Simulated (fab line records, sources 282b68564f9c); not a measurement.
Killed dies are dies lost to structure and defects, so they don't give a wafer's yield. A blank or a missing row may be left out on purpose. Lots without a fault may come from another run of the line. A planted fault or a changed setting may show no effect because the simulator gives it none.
Which tool did it? | flow rit_cmos | 7 lots, 21 wafers sampled, at 2 steps of a route of 202

WHAT THE GAUGES READ, wafer by wafer
RIT_ACTIVE_THK_MEAS_02.
lot  | measured    | on            | ACTIVE_OXIDE_THK (nm)
L770 | day 1 20:02 | film_metro-04 | 46.6 45.3 45.9
L772 | day 2 03:04 | film_metro-03 | 47.5 46.4 45.5
L774 | day 2 13:04 | film_metro-04 | 46.4 46.0 47.0
L776 | day 2 23:03 | film_metro-01 | 46.2 47.2 46.8
L778 | day 3 09:03 | film_metro-04 | 45.3 46.1 45.8
L784 | day 4 15:03 | film_metro-01 | 47.6 48.3 47.1
L792 | day 6 07:04 | film_metro-01 | 47.7 48.5 47.3

WHICH TOOL RAN EACH LOT (tool, then ch and the chambers of the sampled wafers, then the start)
lot  | RIT_ACTIVE_OXIDATION_01
L770 | furnace-02 ch 0, day 1 18:06
L772 | furnace-03 ch 0, day 2 01:07
L774 | furnace-03 ch 0, day 2 11:07
L776 | furnace-02 ch 0, day 2 21:07
L778 | furnace-02 ch 0, day 3 07:07
L784 | furnace-01 ch 0, day 4 13:07
L792 | furnace-01 ch 0, day 6 05:07
- RIT_ACTIVE_OXIDATION_01: target thk 46.8 nm, ox time 3360 s.

THE ANSWER, worked out from the rows above alone
Rule: what is usual is taken from the lots themselves. Put in order of their means at a reading, lots are off if they are a third of the lots or fewer, leave a main group of 4 or more, and stand apart from it by a gap of 3 or more times the standard deviation of the main group's means; of several such gaps the widest counts. A main group whose means are all the same, to the digits that the tables above print for the reading, isn't used. A lot without any number at a reading at which 4 lots or more have one is off too. The other lots that the step has rows for count as sound.
No lot is off at any reading shown: from this, nothing can be told.

WHAT THE SIMULATOR HAD PUT IN
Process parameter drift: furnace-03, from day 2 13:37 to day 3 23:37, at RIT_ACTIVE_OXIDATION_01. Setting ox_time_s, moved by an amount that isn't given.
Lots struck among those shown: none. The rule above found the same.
